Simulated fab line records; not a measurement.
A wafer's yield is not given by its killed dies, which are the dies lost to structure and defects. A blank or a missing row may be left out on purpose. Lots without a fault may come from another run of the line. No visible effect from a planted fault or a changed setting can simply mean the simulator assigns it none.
Tool commonality check :: flow berkeleyCmos170 :: 15 lots and 54 wafers in the sample

REASON FOR OPENING
At UCB170_GATE_OVL_MEAS_13 the reading GATE_OVL is flagged on 3 of 15 lots. Wafers without a fault read -1 nm, standard deviation 4.7.
Rule: a lot is flagged when every wafer of it that has a number lies more than 4 standard deviations from that mean, or none has a number. The other lots count as sound.

lot: L365
measured: day 6 18:16
on: overlay-02
GATE_OVL (nm), wafer by wafer: 0 3 -1
flag: 

lot: L366
measured: day 6 18:23
on: overlay-01
GATE_OVL (nm), wafer by wafer: 3 4 3
flag: 

lot: L368
measured: day 7 04:10
on: overlay-02
GATE_OVL (nm), wafer by wafer: 0 4 1
flag: 

lot: L367
measured: day 7 04:17
on: overlay-02
GATE_OVL (nm), wafer by wafer: 0 0 -3
flag: 

lot: L371
measured: day 7 14:22
on: overlay-01
GATE_OVL (nm), wafer by wafer: 5 -2 -1
flag: 

lot: L372
measured: day 8 07:38
on: overlay-01
GATE_OVL (nm), wafer by wafer: 324 322 320 325 322 320
flag: FLAGGED

lot: L373
measured: day 8 16:07
on: overlay-02
GATE_OVL (nm), wafer by wafer: 3 -3 -2
flag: 

lot: L376
measured: day 8 16:10
on: overlay-01
GATE_OVL (nm), wafer by wafer: 316 313 314 316 312 314
flag: FLAGGED

lot: L377
measured: day 8 16:44
on: overlay-01
GATE_OVL (nm), wafer by wafer: 312 316 314 312 316 314
flag: FLAGGED

lot: L379
measured: day 9 05:24
on: overlay-01
GATE_OVL (nm), wafer by wafer: -3 3 -7
flag: 

lot: L378
measured: day 9 05:28
on: overlay-02
GATE_OVL (nm), wafer by wafer: -4 4 1
flag: 

lot: L382
measured: day 9 08:37
on: overlay-01
GATE_OVL (nm), wafer by wafer: -5 -2 0
flag: 

lot: L381
measured: day 9 08:56
on: overlay-02
GATE_OVL (nm), wafer by wafer: 0 3 -3
flag: 

lot: L386
measured: day 10 09:29
on: overlay-01
GATE_OVL (nm), wafer by wafer: 2 2 3
flag: 

lot: L385
measured: day 10 09:53
on: overlay-02
GATE_OVL (nm), wafer by wafer: 1 2 5
flag: 
The mean of the flagged lots' numbers is 317 nm, +318 nm from the usual (+68 standard deviations).

WHICH TOOL EACH LOT WENT THROUGH
Before the reading, the record contains 2 process steps out of a 331-step route. Read each cell as the tool, then ch plus the chambers that the sampled wafers visited, then the start.
lot: L365
flag: 
UCB170_ACTIVE_STRIP_16: plasmaAsher-02 ch 0,1, day 4 18:20
UCB170_GATE_EXPOSE_09: krfScanner-02 ch 0, day 6 17:28

lot: L366
flag: 
UCB170_ACTIVE_STRIP_16: plasmaAsher-04 ch 0,1, day 4 18:35
UCB170_GATE_EXPOSE_09: krfScanner-02 ch 0, day 6 17:35

lot: L368
flag: 
UCB170_ACTIVE_STRIP_16: plasmaAsher-02 ch 0,1, day 5 11:26
UCB170_GATE_EXPOSE_09: krfScanner-02 ch 0, day 7 02:48

lot: L367
flag: 
UCB170_ACTIVE_STRIP_16: plasmaAsher-01 ch 0,1, day 5 11:40
UCB170_GATE_EXPOSE_09: krfScanner-01 ch 0, day 7 03:08

lot: L371
flag: 
UCB170_ACTIVE_STRIP_16: plasmaAsher-04 ch 0,1, day 6 00:17
UCB170_GATE_EXPOSE_09: krfScanner-02 ch 0, day 7 13:40

lot: L372
flag: FLAGGED
UCB170_ACTIVE_STRIP_16: plasmaAsher-02 ch 0,1, day 6 15:51
UCB170_GATE_EXPOSE_09: krfScanner-01 ch 0, day 8 06:50

lot: L373
flag: 
UCB170_ACTIVE_STRIP_16: plasmaAsher-02 ch 0,1, day 7 00:12
UCB170_GATE_EXPOSE_09: krfScanner-02 ch 0, day 8 15:11

lot: L376
flag: FLAGGED
UCB170_ACTIVE_STRIP_16: plasmaAsher-04 ch 0,1, day 7 00:30
UCB170_GATE_EXPOSE_09: krfScanner-01 ch 0, day 8 15:25

lot: L377
flag: FLAGGED
UCB170_ACTIVE_STRIP_16: plasmaAsher-04 ch 0,1, day 7 00:14
UCB170_GATE_EXPOSE_09: krfScanner-01 ch 0, day 8 16:07

lot: L379
flag: 
UCB170_ACTIVE_STRIP_16: plasmaAsher-02 ch 0,1, day 7 08:47
UCB170_GATE_EXPOSE_09: krfScanner-02 ch 0, day 9 04:14

lot: L378
flag: 
UCB170_ACTIVE_STRIP_16: plasmaAsher-01 ch 0,1, day 7 09:04
UCB170_GATE_EXPOSE_09: krfScanner-02 ch 0, day 9 04:22

lot: L382
flag: 
UCB170_ACTIVE_STRIP_16: plasmaAsher-01 ch 0, day 7 16:43
UCB170_GATE_EXPOSE_09: krfScanner-02 ch 0, day 9 08:07

lot: L381
flag: 
UCB170_ACTIVE_STRIP_16: plasmaAsher-04 ch 0,1, day 7 16:50
UCB170_GATE_EXPOSE_09: krfScanner-02 ch 0, day 9 08:26

lot: L386
flag: 
UCB170_ACTIVE_STRIP_16: plasmaAsher-01 ch 0,1, day 8 12:40
UCB170_GATE_EXPOSE_09: krfScanner-02 ch 0, day 10 08:51

lot: L385
flag: 
UCB170_ACTIVE_STRIP_16: plasmaAsher-04 ch 0,1, day 8 09:05
UCB170_GATE_EXPOSE_09: krfScanner-02 ch 0, day 10 09:20
What is done by these steps:
- UCB170_ACTIVE_STRIP_16: strips in O2.
- UCB170_GATE_EXPOSE_09: exposes mask POLY, target cd 350 nm.
- UCB170_GATE_OVL_MEAS_13

FLAGGED AGAINST TOTAL, ONE TOOL AT A TIME (gauges that did the reading follow at the end)
step: UCB170_ACTIVE_STRIP_16
tool: plasmaAsher-01
lots run: 4
flagged: 0
share of the flagged lots: none
sound lots run after its first flagged lot: -

step: UCB170_ACTIVE_STRIP_16
tool: plasmaAsher-02
lots run: 5
flagged: 1
share of the flagged lots: some
sound lots run after its first flagged lot: 2 (L373,L379)

step: UCB170_ACTIVE_STRIP_16
tool: plasmaAsher-04
lots run: 6
flagged: 2
share of the flagged lots: some
sound lots run after its first flagged lot: 2 (L381,L385)

step: UCB170_GATE_EXPOSE_09
tool: krfScanner-01
lots run: 4
flagged: 3
share of the flagged lots: all
sound lots run after its first flagged lot: 0

step: UCB170_GATE_EXPOSE_09
tool: krfScanner-02
lots run: 11
flagged: 0
share of the flagged lots: none
sound lots run after its first flagged lot: -

step: UCB170_GATE_OVL_MEAS_13
tool: overlay-01
lots run: 8
flagged: 3
share of the flagged lots: all
sound lots run after its first flagged lot: 3 (L379,L382,L386)

step: UCB170_GATE_OVL_MEAS_13
tool: overlay-02
lots run: 7
flagged: 0
share of the flagged lots: none
sound lots run after its first flagged lot: -

THE TABLE: WHAT IT ALLOWS
2 rows of the table ran every flagged lot: krfScanner-01 at UCB170_GATE_EXPOSE_09, overlay-01 at UCB170_GATE_OVL_MEAS_13.
- krfScanner-01 at UCB170_GATE_EXPOSE_09: 3 of its 4 lots flagged. Last sound lot L367 at day 7 03:08, first flagged lot L372 at day 8 06:50; a fault beginning in between fits.
- overlay-01 at UCB170_GATE_OVL_MEAS_13: 3 of its 8 lots flagged. Sound lots followed the first flagged one (L379, L382, L386) on it, something a lasting fault affecting the whole tool could not allow.
What remains is a single tool, krfScanner-01 at UCB170_GATE_EXPOSE_09.

WHAT THE SIMULATOR PUT IN
Scanner matching overlay: krfScanner-01, from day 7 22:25 on, at UCB170_GATE_EXPOSE_09. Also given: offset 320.
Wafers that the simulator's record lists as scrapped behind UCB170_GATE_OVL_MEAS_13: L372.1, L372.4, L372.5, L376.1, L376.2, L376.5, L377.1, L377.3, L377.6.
Struck lots among those shown: L372, L376, L377. The same result came from the rule above.
